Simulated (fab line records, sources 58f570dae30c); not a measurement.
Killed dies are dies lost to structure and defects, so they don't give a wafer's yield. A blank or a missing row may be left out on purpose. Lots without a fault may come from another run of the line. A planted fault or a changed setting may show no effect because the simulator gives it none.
Which tool did it? | flow berkeley_cmos170 | 13 lots, 39 wafers sampled, at 5 steps of a route of 331

WHAT THE GAUGES READ, wafer by wafer
UCB170_NLDD_CD_MEAS_06: target cd 1200 nm. Usual: cd_nm 1200.1 nm, standard deviation 1.4.
lot  | measured     | on        | cd_nm (nm)           | flag
L302 | day 7 11:17  | cd_sem-02 | 1199.2 1199.1 1198.7 |
L301 | day 7 12:08  | cd_sem-02 | 1201.3 1201.2 1200.4 |
L303 | day 8 02:14  | cd_sem-01 | 1200.4 1200.2 1200.4 |
L304 | day 8 02:33  | cd_sem-01 | 1199.0 1199.8 1200.3 |
L305 | day 8 03:17  | cd_sem-02 | 1199.3 1199.9 1199.8 |
L307 | day 8 21:28  | cd_sem-01 | 1201.2 1199.4 1201.2 |
L312 | day 9 23:49  | cd_sem-01 | 1198.1 1198.1 1199.5 |
L316 | day 11 01:22 | cd_sem-01 | 1201.1 1202.8 1201.3 |
L317 | day 11 08:34 | cd_sem-02 | 1201.1 1201.2 1200.2 |
L318 | day 11 08:41 | cd_sem-02 | 1198.9 1198.7 1200.2 |
L320 | day 12 01:35 | cd_sem-01 | 1198.4 1198.5 1198.7 |
L321 | day 12 02:33 | cd_sem-01 | 1200.5 1199.6 1198.9 |
L323 | day 12 10:53 | cd_sem-02 | 1200.2 1200.4 1200.1 |

UCB170_PSD_CD_MEAS_06: target cd 1200 nm. Usual: cd_nm 1199.7 nm, standard deviation 1.3.
lot  | measured     | on        | cd_nm (nm)           | flag
L302 | day 7 17:39  | cd_sem-01 | 1201.3 1201.1 1200.0 |
L301 | day 7 18:13  | cd_sem-01 | 1200.5 1200.7 1200.0 |
L303 | day 8 09:28  | cd_sem-02 | 1201.2 1200.7 1200.3 |
L304 | day 8 09:47  | cd_sem-02 | 1201.3 1201.2 1200.4 |
L305 | day 8 09:40  | cd_sem-01 | 1198.9 1199.0 1197.7 |
L307 | day 9 08:04  | cd_sem-01 | 1201.7 1202.1 1201.0 |
L312 | day 10 08:52 | cd_sem-01 | 1199.0 1198.3 1198.5 |
L316 | day 11 09:04 | cd_sem-01 | 1199.3 1199.6 1199.6 |
L317 | day 11 15:50 | cd_sem-02 | 1198.0 1197.9 1197.5 |
L318 | day 11 15:41 | cd_sem-01 | 1200.5 1199.5 1200.3 |
L320 | day 12 10:33 | cd_sem-02 | 1200.1 1199.2 1200.5 |
L321 | day 12 10:29 | cd_sem-01 | 1201.6 1201.3 1201.9 |
L323 | day 12 20:27 | cd_sem-02 | 1200.7 1201.1 1200.6 |

UCB170_NSD_OVL_MEAS_07. Usual: NSD_OVL 3 nm, standard deviation 4.7.
lot  | measured     | on         | NSD_OVL (nm) | flag
L302 | day 7 19:50  | overlay-01 | 9 9 5        |
L301 | day 7 20:24  | overlay-02 | 4 -1 -1      |
L303 | day 8 12:26  | overlay-02 | 0 4 6        |
L304 | day 8 12:34  | overlay-01 | 4 6 8        |
L305 | day 8 12:41  | overlay-02 | 6 1 10       |
L307 | day 9 11:12  | overlay-01 | -1 12 4      |
L312 | day 10 10:50 | overlay-02 | 8 16 8       |
L316 | day 11 11:25 | overlay-02 | 6 12 8       |
L317 | day 11 17:39 | overlay-02 | -2 1 1       |
L318 | day 11 17:24 | overlay-01 | 1 6 2        |
L320 | day 12 12:58 | overlay-01 | 6 2 2        |
L321 | day 12 12:40 | overlay-01 | 1 5 2        |
L323 | day 12 22:31 | overlay-01 | 2 4 2        |

UCB170_SDANNEAL_RS_MEAS_05: measures by four-point-probe. Usual: NLDD_RS 615.8 ohm/sq, standard deviation 1.4.
lot  | measured     | on            | NLDD_RS (ohm/sq)                    | flag
L302 | day 7 22:02  | film_metro-01 | 613.5 615.2 614.8                   |
L301 | day 7 22:19  | film_metro-03 | 613.8 612.7 616.0                   |
L303 | day 8 14:19  | film_metro-04 | 617.7 619.1 618.7                   |
L304 | day 8 14:29  | film_metro-03 | 618.2 618.0 617.1                   |
L305 | day 8 14:48  | film_metro-01 | 615.4 615.4 615.4                   |
L307 | day 9 13:22  | film_metro-01 | 614.7 615.6 614.8                   |
L312 | day 10 12:48 | film_metro-01 | 554.1 579.5 555.4 553.9 577.4 556.0 | OFF
L316 | day 11 15:01 | film_metro-03 | 615.8 615.1 615.2                   |
L317 | day 11 19:27 | film_metro-04 | 617.9 615.0 615.4                   |
L318 | day 11 19:09 | film_metro-03 | 614.4 614.8 615.7                   |
L320 | day 12 14:56 | film_metro-04 | 617.2 617.3 614.5                   |
L321 | day 12 14:46 | film_metro-01 | 613.7 616.8 616.2                   |
L323 | day 13 00:19 | film_metro-03 | 616.4 616.6 616.4                   |

WHICH TOOL RAN EACH LOT (tool, then ch and the chambers of the sampled wafers, then the start)
lot  | UCB170_NLDD_IMPLANT_08
L302 | implanter-01 ch 0, day 7 11:26
L301 | implanter-03 ch 0, day 7 12:18
L303 | implanter-02 ch 0, day 8 02:23
L304 | implanter-03 ch 0, day 8 02:43
L305 | implanter-01 ch 0, day 8 03:26
L307 | implanter-02 ch 0, day 8 21:37
L312 | implanter-01 ch 0, day 9 23:59
L316 | implanter-03 ch 0, day 11 01:32
L317 | implanter-02 ch 0, day 11 08:43
L318 | implanter-03 ch 0, day 11 08:50
L320 | implanter-02 ch 0, day 12 01:44
L321 | implanter-03 ch 0, day 12 02:43
L323 | implanter-03 ch 0, day 12 11:03
- UCB170_NLDD_IMPLANT_08

WHAT THE TOOLS THEMSELVES READ (means of the sampled wafers that have a number; where no wafer has one, the mark that the record gives instead)
UCB170_NLDD_IMPLANT_08. Usual: tilt_deg 6.999 degrees, standard deviation 0.021.
lot  | tool         | tilt_deg (degrees) | flag
L302 | implanter-01 | 6.991              |
L301 | implanter-03 | 6.997              |
L303 | implanter-02 | 7.003              |
L304 | implanter-03 | 7.004              |
L305 | implanter-01 | 6.999              |
L307 | implanter-02 | 6.993              |
L312 | implanter-01 | 6.963              |
L316 | implanter-03 | 7.005              |
L317 | implanter-02 | 7.006              |
L318 | implanter-03 | 7.000              |
L320 | implanter-02 | 6.984              |
L321 | implanter-03 | 7.011              |
L323 | implanter-03 | 6.982              |

THE ANSWER, worked out from the rows above alone
Rule: a lot is off if the mean of its wafers that have a number lies more than 3 standard deviations from the usual mean. A lot without any number at a reading at which 4 lots or more have one is off too. The other lots that the step has rows for count as sound. The gauges are gone through in route order, then the tools' own readings, and for those a lot's mean is taken as printed above. The first step at which some lot is off is used, and at that step the reading that is off furthest; a lot without a number counts as furthest.
Off: L312, at UCB170_SDANNEAL_RS_MEAS_05 (NLDD_RS).
A tool fits if, at a process step before that reading, it ran every lot that is off, and no sound lot after the first of them. The gauges at UCB170_SDANNEAL_RS_MEAS_05 are tried like those tools. One fits: implanter-01 at UCB170_NLDD_IMPLANT_08. Its last sound lot is L305 (day 8 03:26), its first lot that is off L312 (day 9 23:59): a fault that began between those two fits.

WHAT THE SIMULATOR HAD PUT IN
Process parameter drift: implanter-01, from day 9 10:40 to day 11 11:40, at UCB170_NLDD_IMPLANT_08. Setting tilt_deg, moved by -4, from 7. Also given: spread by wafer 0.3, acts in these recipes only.
Lots struck among those shown: L312. The rule above found the same.
